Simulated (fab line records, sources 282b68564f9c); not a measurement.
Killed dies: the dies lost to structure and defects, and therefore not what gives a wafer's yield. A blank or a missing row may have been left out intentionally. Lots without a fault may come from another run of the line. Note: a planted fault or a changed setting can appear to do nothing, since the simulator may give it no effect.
Which tool is to blame? | flow rit cmos | 14 lots with 42 wafers sampled at 3 steps, on a route of 202 steps

## WHAT THE GAUGES SHOWED, per wafer
RIT_PWELL_TW_MEAS_10.
lot  | measured    | on            | PWELL_TW
L127 | day 2 08:47 | film metro-03 | 969 968 967
L128 | day 2 10:57 | film metro-02 | 962 959 961
L129 | day 2 13:49 | film metro-02 | 960 962 963
L130 | day 2 19:36 | film metro-03 | 967 965 968
L131 | day 2 23:38 | film metro-01 | 959 963 959
L132 | day 3 04:35 | film metro-03 | 969 967 965
L134 | day 3 15:46 | film metro-01 | 955 959 951
L135 | day 3 19:43 | film metro-02 | 968 966 963
L136 | day 4 00:46 | film metro-01 | 953 957 954
L138 | day 4 10:38 | film metro-01 | 954 945 951
L144 | day 5 17:25 | film metro-01 | 954 960 957
L145 | day 5 23:49 | film metro-02 | 1072 1074 1072
L146 | day 6 03:06 | film metro-01 | 1076 1077 1075
L147 | day 6 08:50 | film metro-03 | 960 958 962

RIT_WELLDRIVE_RS_MEAS_02: measures by four-point-probe.
lot  | measured    | on            | PWELL_RS (ohm/sq)
L127 | day 2 14:03 | film metro-01 | 430.4 429.5 430.4
L128 | day 2 16:13 | film metro-02 | 431.0 431.9 431.2
L129 | day 2 20:27 | film metro-01 | 429.8 429.7 429.7
L130 | day 3 00:52 | film metro-03 | 428.0 427.9 428.4
L131 | day 3 04:54 | film metro-01 | 427.5 427.4 428.8
L132 | day 3 09:52 | film metro-01 | 429.8 429.9 429.1
L134 | day 3 21:02 | film metro-01 | 428.3 428.7 429.9
L135 | day 4 02:07 | film metro-02 | 431.1 429.9 430.2
L136 | day 4 06:02 | film metro-01 | 430.5 431.3 431.1
L138 | day 4 15:53 | film metro-02 | 429.6 431.9 429.4
L144 | day 5 22:42 | film metro-03 | 429.7 428.2 429.7
L145 | day 6 05:05 | film metro-02 | 346.0 345.7 346.9
L146 | day 6 08:50 | film metro-02 | 345.2 345.8 345.8
L147 | day 6 14:07 | film metro-02 | 428.1 429.4 428.1

## TOOL THAT RAN EACH LOT (tool first, then ch and the chambers of the sampled wafers, then the start)
lot  | RIT_PWELL_IMPLANT_08
L127 | implanter-03 ch 0, day 2 08:28
L128 | implanter-04 ch 0, day 2 10:38
L129 | implanter-04 ch 0, day 2 13:30
L130 | implanter-04 ch 0, day 2 19:16
L131 | implanter-03 ch 0, day 2 23:19
L132 | implanter-04 ch 0, day 3 04:17
L134 | implanter-04 ch 0, day 3 15:26
L135 | implanter-03 ch 0, day 3 19:23
L136 | implanter-03 ch 0, day 4 00:26
L138 | implanter-01 ch 0, day 4 10:19
L144 | implanter-01 ch 0, day 5 17:07
L145 | implanter-01 ch 0, day 5 23:21
L146 | implanter-01 ch 0, day 6 02:47
L147 | implanter-03 ch 0, day 6 08:32
- RIT_PWELL_IMPLANT_08

## AS READ BY THE TOOLS THEMSELVES (means over the sampled wafers that have a number; for cases with no such wafer, the mark the record gives instead)
RIT_PWELL_IMPLANT_08.
lot  | tool         | beam energy keV | dose ions cm2 | faraday current uA
L127 | implanter-03 | 170.00          | 7.003e+13     | 222
L128 | implanter-04 | 169.93          | 7.004e+13     | 220
L129 | implanter-04 | 169.95          | 7.009e+13     | 224
L130 | implanter-04 | 170.01          | 7.007e+13     | 224
L131 | implanter-03 | 169.95          | 6.998e+13     | 219
L132 | implanter-04 | 170.07          | 7.004e+13     | 221
L134 | implanter-04 | 169.99          | 7.009e+13     | 220
L135 | implanter-03 | 170.06          | 6.995e+13     | 227
L136 | implanter-03 | 170.08          | 7.003e+13     | 221
L138 | implanter-01 | 170.01          | 6.995e+13     | 224
L144 | implanter-01 | 170.03          | 6.994e+13     | 225
L145 | implanter-01 | 170.01          | 9.943e+13     | 314
L146 | implanter-01 | 169.97          | 9.943e+13     | 314
L147 | implanter-03 | 169.99          | 6.998e+13     | 219

## THE ANSWER, worked out from the rows above alone
Rule: the lots themselves supply what counts as usual. Put in order of their means at a reading, lots are off if they are a third of the lots or fewer, leave a main group of 4 or more, and stand apart from it by a gap of 3 or more times the standard deviation of the main group's means; of several such gaps the widest counts. Not used: any main group whose means are identical at the precision the tables above print for the reading. Also off: a lot with no number at a reading for which 4 or more lots have one. All remaining lots with rows at the step are treated as sound. The gauges are gone through in route order, then the tools' own readings, and for those a lot's mean is taken as printed above. At the first step where some lot is off, the reading lying furthest off is the one used; lots without a number count as furthest.
Off: L145, L146, seen at RIT_PWELL_TW_MEAS_10 (PWELL_TW). The main group has a mean of 961 with a standard deviation of 5.4.
A tool fits if, at a process step before that reading, it ran every lot that is off, and no sound lot after the first of them. The gauges at RIT_PWELL_TW_MEAS_10 aren't tried: what is off there is off at RIT_PWELL_IMPLANT_08 too, on other tools, and a gauge's error can't cause that. One fits: implanter-01 at RIT_PWELL_IMPLANT_08. A fault onset in the window from L144 (day 5 17:07, its last sound lot) to L145 (day 5 23:21, its first lot off) fits.
The tool's own readings at RIT_PWELL_IMPLANT_08 bear it out: on the lots that are off they differ by more than 5 times the standard deviation of the sound lots' means. dose ions cm2 reads 9.943e+13 there against 7.002e+13 on the sound lots; faraday current uA reads 314 there against 222 on the sound lots.

## WHAT HAD BEEN PUT IN BY THE SIMULATOR
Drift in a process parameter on implanter-01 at RIT_PWELL_IMPLANT_08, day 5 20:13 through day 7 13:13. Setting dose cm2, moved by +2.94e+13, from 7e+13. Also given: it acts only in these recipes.
Struck lots among those shown: L145, L146. This agrees with what the rule above found.
